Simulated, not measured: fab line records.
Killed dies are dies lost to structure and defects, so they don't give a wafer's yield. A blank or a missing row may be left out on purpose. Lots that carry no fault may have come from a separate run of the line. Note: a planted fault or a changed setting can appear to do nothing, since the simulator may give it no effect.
One fault seen from 2 desks -- flow berkeley_cmos170 -- only its own numbers are on each desk; what lay behind them is given at the end

== THE METROLOGY DESK ==
Means of the sampled wafers that have a number, per lot and without regard to the tool the lot ran on: this is what the gauges read. If a lot's mean is further than 4 standard deviations from the usual mean, the lot is out of limits and carries the mark OUT (the distance appears in the brackets).
Columns: A = cd_nm at UCB170_V2_CD_MEAS_12, usual 700.2 nm; B = cd_nm at UCB170_M3_CD_MEAS_15, usual 699.8 nm; C = cd_nm at UCB170_M3_CD_MEAS_90, usual 699 nm
lot,first seen here,A,B,C
L194,day 7 21:34,701.3,701.9,698
L193,day 7 22:03,699.2,699.2,700
L195,day 8 05:06,701.8,700.3,702
L196,day 8 11:59,701.0,698.0,695
L197,day 8 17:09,700.2,698.4,701
L198,day 8 17:29,702.2,701.1,706
L200,day 9 05:34,702.0,697.1,698
L208,day 10 14:01,710.8 (+7.6) OUT,699.1,698
L206,day 10 14:18,712.1 (+8.5) OUT,703.3,697
L207,day 10 14:25,699.3,698.9,702
L210,day 11 10:02,700.9,699.8,697
L212,day 11 10:55,699.3,699.2,696
L215,day 12 02:59,700.5,702.0,703
L216,day 12 08:24,698.9,698.4,696
This desk's finding: out of limits on L206, L208; first on L208, day 10 14:01 (cd_nm at UCB170_V2_CD_MEAS_12). L194, L193, L195, L196, L197, L198, L200, L207, L210, L212, L215, L216 stayed within limits.

== DESK OF THE TOOL OWNER: litho_track-02 ==
The tool's own readings at UCB170_V2_PEB_10, given as means over the sampled wafers that have a number, one for each lot that went through this tool. If a lot's mean is further than 4 standard deviations from the usual mean, the lot is out of limits and carries the mark OUT (the distance appears in the brackets).
Columns: A = chill_plate_temp_C at UCB170_V2_PEB_10, usual 23.00 C; B = heater_power_total_W at UCB170_V2_PEB_10, usual 56.80 W; C = plate_temp_C at UCB170_V2_PEB_10, usual 130.00 C
lot,first seen here,A,B,C
L194,day 7 21:17,22.97,56.81,130.14
L195,day 8 04:50,22.95,56.80,130.06
L197,day 8 16:52,22.93,56.80,130.02
L208,day 10 13:45,23.08,57.98 (+26) OUT,132.03 (+14) OUT
L206,day 10 14:01,23.08,57.93 (+25) OUT,132.23 (+15) OUT
This desk's finding: out of limits on L206, L208; first on L208, day 10 13:45 (heater_power_total_W at UCB170_V2_PEB_10). L194, L195, L197 stayed within limits.

== BROUGHT TOGETHER ==
On L206, L208, at day 10 13:45, an alarm was possible from the tool owner's desk.
Metrology desk: alarm possible at day 10 14:01 on L206, L208.
Of the lots named, all ran UCB170_V2_PEB_10 on litho_track-02.

== WHAT THE SIMULATOR PUT IN ==
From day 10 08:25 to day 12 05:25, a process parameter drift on litho_track-02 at UCB170_V2_PEB_10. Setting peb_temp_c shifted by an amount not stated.
Struck lots among those shown: L206, L208.
Counting hours from when the fault started, the first reading out of limits came at 5 for the tool owner's desk and at 6 for the metrology desk.
